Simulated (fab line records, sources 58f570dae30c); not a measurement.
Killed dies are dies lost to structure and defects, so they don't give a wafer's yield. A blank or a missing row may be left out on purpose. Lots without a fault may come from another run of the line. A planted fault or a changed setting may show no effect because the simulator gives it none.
Chamber matching | flow berkeley_cmos170 | UCB170_SPACER_CVD_00 on pecvd-04: 3 sister chambers
The step deposits SiO2 from TEOS/O2, target thk 376 nm, time 47 s. 6 wafers are shown with their chamber, then 8 later ones without.

WAFERS WITH THEIR CHAMBER
wafer  | chamber | heater_power_w (W)
L084.5 | 0       | 274
L084.6 | 2       | 234
L090.1 | 1       | 204
L090.2 | 0       | 283
L090.3 | 2       | 262
L090.4 | 1       | 218

WAFERS WITHOUT THEIR CHAMBER
wafer  | heater_power_w (W)
L090.5 | 264
L090.6 | 286
L091.1 | 283
L091.2 | 247
L091.3 | 213
L091.4 | 228
L091.5 | 256
L091.6 | 199

WHICH CHAMBER EACH WENT THROUGH
wafer  | from the rows above     | in truth
L090.5 | can't be placed: 0 or 2 | 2
L090.6 | 0                       | 0
L091.1 | 0                       | 0
L091.2 | 2                       | 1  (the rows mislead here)
L091.3 | 1                       | 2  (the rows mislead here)
L091.4 | can't be placed: 1 or 2 | 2
L091.5 | can't be placed: 2 or 0 | 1
L091.6 | 1                       | 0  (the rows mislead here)
Placed correctly: 2 of 8. Can't be placed from these rows: 3 (the true chamber is among the candidates in 2). Placed wrongly: 3.
How it was worked out, from the rows above alone: a wafer's distance from a chamber is the root of the sum, over the readings, of the square of ((its reading less the chamber's mean) divided by the reading's scatter). The wafer belongs to the nearest chamber; if the next one is less than 2 further off, it can't be placed. A chamber's mean is the mean of its shown wafers. The scatter: the root of (the sum of the squares of (reading less its chamber's mean) over the shown wafers, divided by (wafers less chambers)).
